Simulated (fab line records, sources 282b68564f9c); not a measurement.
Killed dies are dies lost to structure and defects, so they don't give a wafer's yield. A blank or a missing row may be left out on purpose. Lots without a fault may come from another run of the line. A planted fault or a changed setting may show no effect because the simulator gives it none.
Split-lot experiment | flow rit_cmos | 5 lots, 23 wafers read, on a route of 202 steps

THE SPLIT
At RIT_NWELL_COAT_01 (resist thk 1300 nm), the setting resist_thk_nm was moved away from the recipe's 1300 nm on 8 of the 23 wafers read, by -5.9% to -3.1%. The other wafers ran this setting at the recipe's value.

FROM THE SPLIT TO THE READING: what the file shows between them, 3 steps
- RIT_NWELL_SOFTBAKE_02: time 60 s
- RIT_NWELL_EXPOSE_03: exposes mask M2, target cd 43900 nm
- RIT_NWELL_DEVELOP_05: develop time 68 s

THE READING
NOVOLAK_of_NWELL_COAT_01.thk_nm (the simulator's own value, which no gauge read), in nm, at RIT_NWELL_HARDBAKE_07 (time 120 s). The file gives no usual value for it. The 15 wafers here that ran the recipe average 1138 nm, standard deviation 1.8 nm.

wafer  | tool, chamber at the split | resist_thk_nm as run, nm | against the recipe | NOVOLAK_of_NWELL_COAT_01.thk_nm, nm | against lot-mates on the recipe
L075.1 | litho_track-01, 0          | 1300                     | recipe             | 1139                                | -
L075.2 | litho_track-01, 0          | 1300                     | recipe             | 1138                                | -
L075.4 | litho_track-01, 0          | 1300                     | recipe             | 1138                                | -
L075.3 | litho_track-01, 0          | 1300                     | recipe             | 1140                                | -
L075.6 | litho_track-01, 0          | 1300                     | recipe             | 1137                                | -
L076.1 | litho_track-02, 0          | 1300                     | recipe             | 1139                                | -
L076.2 | litho_track-02, 0          | 1223                     | -5.9%              | 1074                                | -66
L076.4 | litho_track-02, 0          | 1223                     | -5.9%              | 1075                                | -64
L076.5 | litho_track-02, 0          | 1300                     | recipe             | 1140                                | -
L076.6 | litho_track-02, 0          | 1223                     | -5.9%              | 1071                                | -68
L081.1 | litho_track-02, 0          | 1300                     | recipe             | 1136                                | -
L081.2 | litho_track-02, 0          | 1260                     | -3.1%              | 1103                                | -36
L081.3 | litho_track-02, 0          | 1300                     | recipe             | 1140                                | -
L081.4 | litho_track-02, 0          | 1300                     | recipe             | 1141                                | -
L081.6 | litho_track-02, 0          | 1260                     | -3.1%              | 1105                                | -34
L083.1 | litho_track-02, 0          | 1260                     | -3.1%              | 1105                                | -34
L083.3 | litho_track-02, 0          | 1260                     | -3.1%              | 1107                                | -32
L083.4 | litho_track-02, 0          | 1300                     | recipe             | 1140                                | -
L083.5 | litho_track-02, 0          | 1300                     | recipe             | 1139                                | -
L083.6 | litho_track-02, 0          | 1260                     | -3.1%              | 1104                                | -36
L085.1 | litho_track-02, 0          | 1300                     | recipe             | 1139                                | -
L085.2 | litho_track-02, 0          | 1300                     | recipe             | 1137                                | -
L085.5 | litho_track-02, 0          | 1300                     | recipe             | 1134                                | -

THE FIT
A straight line over all 23 wafers: NOVOLAK_of_NWELL_COAT_01.thk_nm changes by +11 nm for each +1% of resist_thk_nm; r = +1.00; the points scatter about the line by 1.8 nm.
The same after taking each lot's own level away (the mean of its wafers on the recipe; 23 wafers): +11.2 nm for each +1%; r = +1.00; scatter 1.5 nm.
On that fit, the largest move of resist_thk_nm shifts the reading by 66 nm.
The lots' own levels span 1136.7 to 1139.5 nm, that is 1.6 times the standard deviation above.
So the lot-to-lot level changes the slope little: the two slopes agree.
Check: with one of the wafers moved furthest among these (-5.9%) left out of the fit, the line predicts -66.5 nm for it against its lot-mates. It came out at -65.5 nm against them.

OTHER SPLITS ON THESE WAFERS
These wafers also went through other splits before the reading. Each is held against what the fit with the lots' levels taken away leaves over:
other split on the same wafers    | wafers away from the commonest value | r with NOVOLAK_of_NWELL_COAT_01.thk_nm (lot level and that fit taken away)
RIT_ACTIVE_OXIDATION_01 ox_time_s | 15                                   | +0.04
RIT_ACTIVE_EXPOSE_08 dose_mj      | 5                                    | -0.20
RIT_ACTIVE_ETCH_13 rf_w           | 12                                   | +0.04

THE WHOLE CHAIN: every reading that the file lists as answering this split, in the file's order
step                  | what it does       | reading                                                                          | change (the file's fit)              | r (the file's)
RIT_NWELL_COAT_01     | resist thk 1300 nm | NOVOLAK_of_NWELL_COAT_01.thk_nm (the simulator's own value, which no gauge read) | +13 nm for each +1% of the setting   | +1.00
RIT_NWELL_HARDBAKE_07 | time 120 s         | NOVOLAK_of_NWELL_COAT_01.thk_nm (the simulator's own value, which no gauge read) | +11.2 nm for each +1% of the setting | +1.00

THE FILE'S OWN FIT
NOVOLAK_of_NWELL_COAT_01.thk_nm changes by +11.2 nm for each +1% of resist_thk_nm, r = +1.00.
